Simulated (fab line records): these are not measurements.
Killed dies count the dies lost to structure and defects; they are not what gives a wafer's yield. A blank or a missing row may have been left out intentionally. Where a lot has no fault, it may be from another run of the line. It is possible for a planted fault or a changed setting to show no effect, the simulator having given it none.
One fault seen from 2 desks + flow berkeleyCmos170 + each desk holds nothing but its own numbers, with what lay behind them at the end

== FOR THE TOOL OWNER'S DESK: furnace-04 ==
The tool's own readings at UCB170_FIELD_OXIDATION_01 (target thk 558.3 nm, ox time 7200 s): means of the sampled wafers that have a number, for each lot that ran on this tool. If a lot's mean is further than 4 standard deviations from the usual mean, the lot is out of limits and carries the mark OUT (the distance appears in the brackets).
Columns: A = spikeTcCentreC at UCB170_FIELD_OXIDATION_01, usual 1002.3 C; B = spikeTcLoadC at UCB170_FIELD_OXIDATION_01, usual 1028.5 C; C = spikeTcSourceC at UCB170_FIELD_OXIDATION_01, usual 1024.8 C; D = tubeCenterTempC at UCB170_FIELD_OXIDATION_01, usual 1000 C; E = tube_center_temp_C_max at UCB170_FIELD_OXIDATION_01, usual 1002.6
| lot  | first seen here | A                 | B      | C      | D              | E                |
|------|-----------------|-------------------|--------|--------|----------------|------------------|
| L869 | day 6 20:42     | 1002.1            | 1030.7 | 1025.8 | 1000           | 1002.8           |
| L870 | day 6 20:42     | 1001.9            | 1030.3 | 1025.4 | 1000           | 1002.6           |
| L875 | day 7 19:07     | 1001.9            | 1031.1 | 1025.6 | 1000           | 1002.3           |
| L878 | day 8 09:19     | 1008.5 (+6.2) OUT | 1036.3 | 1030.3 | 1006 (+66) OUT | 1008.5 (+14) OUT |
| L879 | day 8 09:19     | 1008.5 (+6.2) OUT | 1037.1 | 1031.9 | 1006 (+67) OUT | 1009.1 (+15) OUT |
| L880 | day 8 19:06     | 1007.8 (+5.5) OUT | 1036.8 | 1031.1 | 1006 (+67) OUT | 1008.8 (+15) OUT |
This desk finds L878, L879, L880 out of limits, L878 being first, at day 8 09:19 (spikeTcCentreC at UCB170_FIELD_OXIDATION_01). Within limits: L869, L870, L875.

== THE METROLOGY DESK ==
Means of the sampled wafers that have a number, per lot and without regard to the tool the lot ran on: this is what the gauges read. If a lot's mean is further than 4 standard deviations from the usual mean, the lot is out of limits and carries the mark OUT (the distance appears in the brackets).
Columns: A = SILICIDE_TI_RS at UCB170_SILICIDE_RS_MEAS_02, usual 26.2 ohm/sq; B = V2_TEOS_THK at UCB170_V2_THK_MEAS_01, usual 1988 nm; C = M3_AL_RS at UCB170_M3_RS_MEAS_02, usual 0.0322 ohm/sq
| lot  | first seen here | A    | B    | C      |
|------|-----------------|------|------|--------|
| L863 | day 8 06:44     | 26.3 | 2003 | 0.0323 |
| L864 | day 8 18:59     | 25.8 | 1986 | 0.0323 |
| L865 | day 8 19:44     | 26.3 | 2005 | 0.0318 |
| L867 | day 8 20:10     | 26.3 | 2014 | 0.0320 |
| L868 | day 9 09:29     | 26.0 | 2004 | 0.0318 |
| L869 | day 9 21:00     | 26.3 | 1986 | 0.0322 |
| L870 | day 9 21:28     | 26.1 | 2007 | 0.0324 |
| L871 | day 9 21:31     | 25.7 | 1950 | 0.0319 |
| L872 | day 10 05:24    | 26.4 | 1963 | 0.0322 |
| L873 | day 10 05:38    | 26.1 | 1969 | 0.0321 |
| L875 | day 10 15:40    | 26.4 | 1989 | 0.0327 |
| L879 | day 11 03:31    | 26.7 | 2006 | 0.0326 |
| L877 | day 11 04:01    | 26.3 | 1986 | 0.0323 |
| L878 | day 11 04:05    | 26.1 | 1995 | 0.0318 |
| L880 | day 11 10:07    | 26.0 | 2008 | 0.0325 |
Finding of this desk: none of the 15 lots has anything out of limits.

== ALL TOGETHER ==
The tool owner's desk had the chance to raise an alarm at day 8 09:19 on L878, L879, L880.
At the metrology desk, nothing out of limits was observed.
The metrology desk has L878, L879, L880 on record, within its limits.
The lots listed all ran UCB170_FIELD_OXIDATION_01 on furnace-04.

== WHAT THE SIMULATOR HAD INSERTED ==
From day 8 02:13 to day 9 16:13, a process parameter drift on furnace-04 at UCB170_FIELD_OXIDATION_01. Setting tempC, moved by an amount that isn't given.
Struck lots among those shown: L878, L879, L880.
Delay in hours, fault start to first out-of-limits reading, by desk: the tool owner's desk at 7.
